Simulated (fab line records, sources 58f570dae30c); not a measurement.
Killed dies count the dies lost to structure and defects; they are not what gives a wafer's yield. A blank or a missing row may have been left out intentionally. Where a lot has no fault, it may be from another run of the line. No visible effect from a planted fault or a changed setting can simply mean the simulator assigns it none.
What tool caused it? || flow berkeley_cmos170 || 21 wafers sampled from 7 lots at 1 step of a route of 331

WHAT THE GAUGES SHOWED, per wafer
UCB170_NWELL_THK_MEAS_02.
{"lot": "L474", "measured": "day 2 10:58", "on": "film_metro-02", "NWELL_OXIDE_THK (nm)": "26.1 26.4 26.5"}
{"lot": "L476", "measured": "day 2 18:37", "on": "film_metro-03", "NWELL_OXIDE_THK (nm)": "26.5 26.5 26.9"}
{"lot": "L480", "measured": "day 3 10:32", "on": "film_metro-03", "NWELL_OXIDE_THK (nm)": "26.3 26.4 26.4"}
{"lot": "L481", "measured": "day 3 19:02", "on": "film_metro-03", "NWELL_OXIDE_THK (nm)": "26.7 26.5 26.7"}
{"lot": "L485", "measured": "day 4 23:15", "on": "film_metro-04", "NWELL_OXIDE_THK (nm)": "27.1 26.7 26.7"}
{"lot": "L493", "measured": "day 6 08:08", "on": "film_metro-02", "NWELL_OXIDE_THK (nm)": "26.3 26.2 26.0"}
{"lot": "L495", "measured": "day 6 19:13", "on": "film_metro-04", "NWELL_OXIDE_THK (nm)": "27.0 26.9 26.9"}

EACH LOT AND THE TOOL THAT RAN IT (in order: tool; ch and the chambers of the sampled wafers; start)
Before these readings, the record contains no process step.

THE ANSWER, worked out from the rows above alone
Rule: what is usual is taken from the lots themselves. Put in order of their means at a reading, lots are off if they are a third of the lots or fewer, leave a main group of 4 or more, and stand apart from it by a gap of 3 or more times the standard deviation of the main group's means; of several such gaps the widest counts. If all means in a main group match to the digits the tables above print for the reading, that group is not used. A lot without any number at a reading at which 4 lots or more have one is off too. Any other lot the step has rows for is counted as sound.
None of the lots is off at any reading shown; this tells nothing.

WHAT HAD BEEN PUT IN BY THE SIMULATOR
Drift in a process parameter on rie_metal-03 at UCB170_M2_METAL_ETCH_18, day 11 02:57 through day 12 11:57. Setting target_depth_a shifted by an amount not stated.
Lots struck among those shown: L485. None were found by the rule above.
